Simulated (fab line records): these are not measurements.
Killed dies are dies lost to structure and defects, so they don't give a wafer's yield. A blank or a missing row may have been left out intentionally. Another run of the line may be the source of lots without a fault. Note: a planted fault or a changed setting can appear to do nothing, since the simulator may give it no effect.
Which tool is to blame? || flow berkeley cmos170 || 21 wafers from 7 lots sampled at 4 of the route's 331 steps

WHAT EACH GAUGE READ, for each wafer
UCB170_M1_CD_MEAS_09 targets a cd of 700 nm.
{"lot": "L565", "measured": "day 7 01:31", "on": "cd sem-02", "cd nm (nm)": "700.7 698.9 698.7"}
{"lot": "L567", "measured": "day 7 12:32", "on": "cd sem-02", "cd nm (nm)": "699.7 700.5 701.9"}
{"lot": "L572", "measured": "day 8 17:53", "on": "cd sem-02", "cd nm (nm)": "697.1 697.5 697.4"}
{"lot": "L573", "measured": "day 9 00:07", "on": "cd sem-02", "cd nm (nm)": "698.5 699.8 698.5"}
{"lot": "L575", "measured": "day 9 23:53", "on": "cd sem-01", "cd nm (nm)": "697.6 695.8 697.8"}
{"lot": "L582", "measured": "day 10 19:16", "on": "cd sem-02", "cd nm (nm)": "700.5 700.9 701.1"}
{"lot": "L586", "measured": "day 11 20:31", "on": "cd sem-01", "cd nm (nm)": "699.9 699.2 699.7"}

WHICH TOOL RAN EACH LOT (tool, then ch and the chambers of the sampled wafers, then the start)
{"lot": "L565", "UCB170_PFIELD_DEVELOP_05": "litho track-04 ch 0, day 4 06:00", "UCB170_GATE_STRIP_16": "plasma asher-04 ch 0,1, day 6 01:59", "UCB170_NSD_STRIP_09": "plasma asher-03 ch 0,1, day 6 17:44"}
{"lot": "L567", "UCB170_PFIELD_DEVELOP_05": "litho track-02 ch 0, day 5 02:00", "UCB170_GATE_STRIP_16": "plasma asher-01 ch 0,1, day 6 17:24", "UCB170_NSD_STRIP_09": "plasma asher-04 ch 0,1, day 7 04:46"}
{"lot": "L572", "UCB170_PFIELD_DEVELOP_05": "litho track-02 ch 0, day 6 00:00", "UCB170_GATE_STRIP_16": "plasma asher-03 ch 0,1, day 7 20:28", "UCB170_NSD_STRIP_09": "plasma asher-04 ch 0, day 8 08:32"}
{"lot": "L573", "UCB170_PFIELD_DEVELOP_05": "litho track-02 ch 0, day 6 00:00", "UCB170_GATE_STRIP_16": "plasma asher-04 ch 0,1, day 7 20:58", "UCB170_NSD_STRIP_09": "plasma asher-04 ch 0,1, day 8 13:58"}
{"lot": "L575", "UCB170_PFIELD_DEVELOP_05": "litho track-02, day 6 21:00", "UCB170_GATE_STRIP_16": "plasma asher-01 ch 0,1, day 9 01:59", "UCB170_NSD_STRIP_09": "plasma asher-04 ch 0,1, day 9 15:22"}
{"lot": "L582", "UCB170_PFIELD_DEVELOP_05": "litho track-01 ch 0, day 7 20:00", "UCB170_GATE_STRIP_16": "plasma asher-01 ch 0,1, day 9 18:05", "UCB170_NSD_STRIP_09": "plasma asher-01 ch 0,1, day 10 06:53"}
{"lot": "L586", "UCB170_PFIELD_DEVELOP_05": "litho track-01 ch 0, day 9 06:00", "UCB170_GATE_STRIP_16": "plasma asher-01 ch 0,1, day 10 20:59", "UCB170_NSD_STRIP_09": "plasma asher-03 ch 0,1, day 11 09:02"}
- UCB170_PFIELD_DEVELOP_05: develop time 45 s.
- UCB170_GATE_STRIP_16: strips in O2.
- UCB170_NSD_STRIP_09: strips in O2.

THE ANSWER, worked out from the rows above alone
Rule: what is usual is taken from the lots themselves. Put in order of their means at a reading, lots are off if they are a third of the lots or fewer, leave a main group of 4 or more, and stand apart from it by a gap of 3 or more times the standard deviation of the main group's means; of several such gaps the widest counts. Not used: any main group whose means are identical at the precision the tables above print for the reading. A lot without any number at a reading at which 4 lots or more have one is off too. Any other lot the step has rows for is counted as sound.
No lot is off at any reading shown: from this, nothing can be told.

WHAT THE SIMULATOR PUT IN
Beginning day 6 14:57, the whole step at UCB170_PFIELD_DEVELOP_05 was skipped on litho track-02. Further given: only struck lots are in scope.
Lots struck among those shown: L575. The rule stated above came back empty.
